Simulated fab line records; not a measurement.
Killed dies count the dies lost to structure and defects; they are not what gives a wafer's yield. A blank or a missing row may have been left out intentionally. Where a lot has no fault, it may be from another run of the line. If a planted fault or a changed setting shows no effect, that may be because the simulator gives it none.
2 desks, one fault || flow berkeley cmos170 || what lay behind the numbers comes last; until then each desk has only its own

METROLOGY DESK
What the gauges read, lot by lot, whatever tool the lot ran on: means of the sampled wafers that have a number. If a lot's mean is further than 4 standard deviations from the usual mean, the lot is out of limits and carries the mark OUT (the distance appears in the brackets).
Columns: A = cd nm at UCB170_ACTIVE_CD_MEAS_90, usual 1200.2 nm; B = PVT_OVL at UCB170_PVT_OVL_MEAS_06, usual 0 nm; C = GATE_OXIDE_THK at UCB170_GATE_THK_MEAS_02, usual 6.62 nm
{"lot": "L945", "first seen here": "day 4 11:05", "A": 1200.3, "B": 3, "C": 6.87}
{"lot": "L947", "first seen here": "day 4 11:20", "A": 1199.8, "B": 4, "C": 6.67}
{"lot": "L949", "first seen here": "day 5 03:08", "A": 1200.8, "B": 5, "C": 6.82}
{"lot": "L950", "first seen here": "day 5 05:59", "A": 1200.4, "B": 5, "C": 6.70}
{"lot": "L952", "first seen here": "day 5 20:37", "A": 1199.8, "B": 0, "C": 6.81}
{"lot": "L955", "first seen here": "day 6 16:05", "A": 1200.2, "B": -8, "C": 6.53}
{"lot": "L954", "first seen here": "day 6 16:19", "A": 1198.3, "B": -2, "C": 6.66}
{"lot": "L956", "first seen here": "day 6 16:23", "A": 1200.6, "B": 1, "C": 6.80}
{"lot": "L957", "first seen here": "day 6 16:40", "A": 1200.2, "B": 3, "C": 6.49}
{"lot": "L960", "first seen here": "day 7 16:19", "A": 1202.2, "B": 2, "C": 6.42}
{"lot": "L965", "first seen here": "day 8 17:42", "A": 1202.3, "B": 7, "C": 6.38}
{"lot": "L967", "first seen here": "day 8 17:55", "A": 1200.7, "B": 0, "C": 6.48}
{"lot": "L968", "first seen here": "day 8 18:26", "A": 1199.7, "B": -4, "C": 6.63}
{"lot": "L966", "first seen here": "day 8 18:40", "A": 1201.1, "B": 4, "C": 6.69}
Result from this desk: across the 14 lots, nothing is out of limits.

THE TOOL OWNER'S DESK: implanter-02
For each lot that ran on this tool, the mean over its sampled wafers that have a number, from the tool's own readings at UCB170_PVT_IMPLANT_07. If a lot's mean is further than 4 standard deviations from the usual mean, the lot is out of limits and carries the mark OUT (the distance appears in the brackets).
Columns: A = beam energy keV at UCB170_PVT_IMPLANT_07, usual 30.000; B = end station pressure torr at UCB170_PVT_IMPLANT_07, usual 4.99e-06 Torr; C = faraday current uA at UCB170_PVT_IMPLANT_07, usual 6.34
{"lot": "L945", "first seen here": "day 5 16:27", "A": 29.999, "B": 4.91e-06, "C": 6.27}
{"lot": "L950", "first seen here": "day 6 17:38", "A": 30.008, "B": 4.76e-06, "C": 6.27}
{"lot": "L954", "first seen here": "day 8 08:08", "A": 29.990, "B": 5.35e-06, "C": 6.36}
{"lot": "L957", "first seen here": "day 8 08:58", "A": 29.998, "B": 4.93e-06, "C": 6.29}
{"lot": "L960", "first seen here": "day 9 03:37", "A": "29.110 (-89) OUT", "B": 5.19e-06, "C": 6.36}
{"lot": "L965", "first seen here": "day 9 20:34", "A": "29.109 (-89) OUT", "B": 5.08e-06, "C": 6.25}
This desk's finding: out of limits on L960, L965; first on L960, day 9 03:37 (beam energy keV at UCB170_PVT_IMPLANT_07). L945, L950, L954, L957: within limits.

TAKEN TOGETHER
An alarm could have come from the tool owner's desk at day 9 03:37, on L960, L965.
The metrology desk saw nothing out of limits.
The metrology desk has L960, L965 on record, within its limits.
UCB170_PVT_IMPLANT_07 was run on implanter-02 by each of the lots named.

WHAT THE SIMULATOR HAD PUT IN
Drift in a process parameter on implanter-02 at UCB170_PVT_IMPLANT_07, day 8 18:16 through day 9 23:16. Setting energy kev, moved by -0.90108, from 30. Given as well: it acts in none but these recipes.
Shown lots that were struck: L960, L965.
Time in hours from fault onset to the first out-of-limits reading at each desk: the tool owner's desk, 9.
